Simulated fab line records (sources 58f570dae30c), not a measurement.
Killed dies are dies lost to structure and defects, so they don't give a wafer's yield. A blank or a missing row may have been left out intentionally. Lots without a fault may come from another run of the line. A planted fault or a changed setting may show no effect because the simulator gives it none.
Which of the tools did it?	flow berkeleyCmos170	7 lots, 21 wafers sampled, at 2 steps of a route of 331

== WHAT THE GAUGES READ, wafer by wafer ==
UCB170_NSD_TW_MEAS_10.
lot	measured	on	NSD_TW
L587	day 7 11:51	filmMetro-03	4185 4162 4170
L588	day 7 21:46	filmMetro-03	4166 4190 4172
L590	day 8 12:16	filmMetro-01	4201 4184 4197
L594	day 8 22:43	filmMetro-03	4155 4161 4163
L600	day 10 00:06	filmMetro-01	4201 4195 4191
L603	day 10 22:08	filmMetro-04	4131 4156 4145
L605	day 11 07:35	filmMetro-03	4131 4137 4148

== EACH LOT AND THE TOOL THAT RAN IT (in order: tool; ch and the chambers of the sampled wafers; start) ==
lot	UCB170_PVT_STRIP_08
L587	plasmaAsher-02 ch 0,1, day 6 11:02
L588	plasmaAsher-03 ch 0,1, day 6 19:47
L590	plasmaAsher-02 ch 0,1, day 7 11:46
L594	plasmaAsher-04 ch 1, day 7 19:26
L600	plasmaAsher-02 ch 0,1, day 8 23:20
L603	plasmaAsher-04 ch 0, day 9 18:08
L605	plasmaAsher-04 ch 0,1, day 10 04:34
- UCB170_PVT_STRIP_08: strips in O2.

== THE ANSWER, worked out from the rows above alone ==
Rule: the lots themselves supply what counts as usual. The widest of any qualifying gaps counts: lots, ordered by their means at a reading, are off when they make up no more than a third of the lots, leave a main group of 4 or more, and stand apart from it by 3 or more times the standard deviation of that group's means. The tables above print the reading to a certain number of digits; a main group whose means all agree to those digits is not used. Also off: a lot with no number at a reading for which 4 or more lots have one. All remaining lots with rows at the step are treated as sound.
Across all readings shown, no lot is off: no conclusion can be drawn from this.

== WHAT THE SIMULATOR PUT IN ==
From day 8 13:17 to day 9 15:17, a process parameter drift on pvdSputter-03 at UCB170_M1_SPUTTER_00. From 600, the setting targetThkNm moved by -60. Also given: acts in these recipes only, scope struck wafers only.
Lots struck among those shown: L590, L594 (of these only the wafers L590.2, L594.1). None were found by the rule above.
